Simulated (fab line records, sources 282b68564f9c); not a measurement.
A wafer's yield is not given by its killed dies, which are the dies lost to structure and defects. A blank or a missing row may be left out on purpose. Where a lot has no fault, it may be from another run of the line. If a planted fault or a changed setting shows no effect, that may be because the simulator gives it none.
Which tool did it? ; flow rit-cmos ; 13 lots, 39 wafers sampled, at 2 steps of a route of 202

## WHAT THE GAUGES READ, wafer by wafer
RIT_SPACER_THK_MEAS_04. Usual: for SPACER_NITRIDE_THK the level is 250.3 nm and the standard deviation is 2.4.
lot;measured;on;SPACER_NITRIDE_THK (nm);flag
L760;day 3 12:44;film-metro-01;251.7 252.2 250.2;
L762;day 3 15:43;film-metro-04;251.7 251.3 247.8;
L763;day 3 19:58;film-metro-01;250.4 249.1 249.7;
L764;day 4 04:05;film-metro-03;246.9 248.1 248.7;
L765;day 4 04:40;film-metro-03;251.9 250.8 254.1;
L766;day 4 08:30;film-metro-01;362.1 361.3 361.0;OFF
L773;day 5 21:36;film-metro-04;246.8 250.4 247.1;
L774;day 6 03:37;film-metro-03;248.0 249.1 248.5;
L776;day 6 15:31;film-metro-04;248.0 249.7 247.4;
L777;day 6 17:52;film-metro-03;246.8 247.7 247.3;
L779;day 7 02:16;film-metro-04;249.4 248.3 248.3;
L781;day 7 12:37;film-metro-01;251.5 249.1 250.5;
L783;day 7 23:01;film-metro-01;251.2 252.6 249.8;

## WHAT TOOL EACH LOT RAN ON (gives the tool, then ch and the chambers of the sampled wafers, and finally the start)
lot;RIT_SPACER_CVD_03
L760;lpcvd-01 ch 1, day 3 10:49
L762;lpcvd-01 ch 0, day 3 13:47
L763;lpcvd-01 ch 0, day 3 18:02
L764;lpcvd-01 ch 0, day 4 02:10
L765;lpcvd-02 ch 0, day 4 02:44
L766;lpcvd-01 ch 0, day 4 06:34
L773;lpcvd-02 ch 0, day 5 19:40
L774;lpcvd-02 ch 0, day 6 01:41
L776;lpcvd-02 ch 1, day 6 13:36
L777;lpcvd-02 ch 0, day 6 15:56
L779;lpcvd-02 ch 1, day 7 00:20
L781;lpcvd-02 ch 0, day 7 10:41
L783;lpcvd-01 ch 0, day 7 21:06
- RIT_SPACER_CVD_03: deposits Si3N4 from SiH2Cl2/NH3, target thk 250 nm, time 3300 s.

## AS READ BY THE TOOLS THEMSELVES (means over the sampled wafers that have a number; for cases with no such wafer, the mark the record gives instead)
RIT_SPACER_CVD_03. Usual: nh3-flow-sccm 150.1 sccm, standard deviation 0.49; zone-power-load-pct 20.9 %, standard deviation 1.8.
lot;tool;nh3-flow-sccm (sccm);zone-power-load-pct (%);flag
L760;lpcvd-01;150.1;21.7;
L762;lpcvd-01;150.3;23.3;
L763;lpcvd-01;150.6;23.1;
L764;lpcvd-01;149.7;23.3;
L765;lpcvd-02;149.6;19.9;
L766;lpcvd-01;150.1;23.1;
L773;lpcvd-02;149.8;20.3;
L774;lpcvd-02;150.6;20.0;
L776;lpcvd-02;150.5;18.6;
L777;lpcvd-02;149.5;20.0;
L779;lpcvd-02;150.1;18.5;
L781;lpcvd-02;150.4;20.1;
L783;lpcvd-01;150.7;23.1;

## THE ANSWER, worked out from the rows above alone
Rule: a lot is off if the mean of its wafers that have a number lies more than 3 standard deviations from the usual mean. A lot without any number at a reading at which 4 lots or more have one is off too. All remaining lots with rows at the step are treated as sound. The gauges are gone through in route order, then the tools' own readings, and for those a lot's mean is taken as printed above. The first step at which some lot is off is used, and at that step the reading that is off furthest; a lot without a number counts as furthest.
Off: L766, seen at RIT_SPACER_THK_MEAS_04 (SPACER_NITRIDE_THK).
If a tool, at a process step before that reading, ran all the lots that are off and no sound lot after the first of them, it fits. Gauges at RIT_SPACER_THK_MEAS_04: tried the same way as those tools. Not one of the candidates tried fits.

## WHAT THE SIMULATOR HAD INSERTED
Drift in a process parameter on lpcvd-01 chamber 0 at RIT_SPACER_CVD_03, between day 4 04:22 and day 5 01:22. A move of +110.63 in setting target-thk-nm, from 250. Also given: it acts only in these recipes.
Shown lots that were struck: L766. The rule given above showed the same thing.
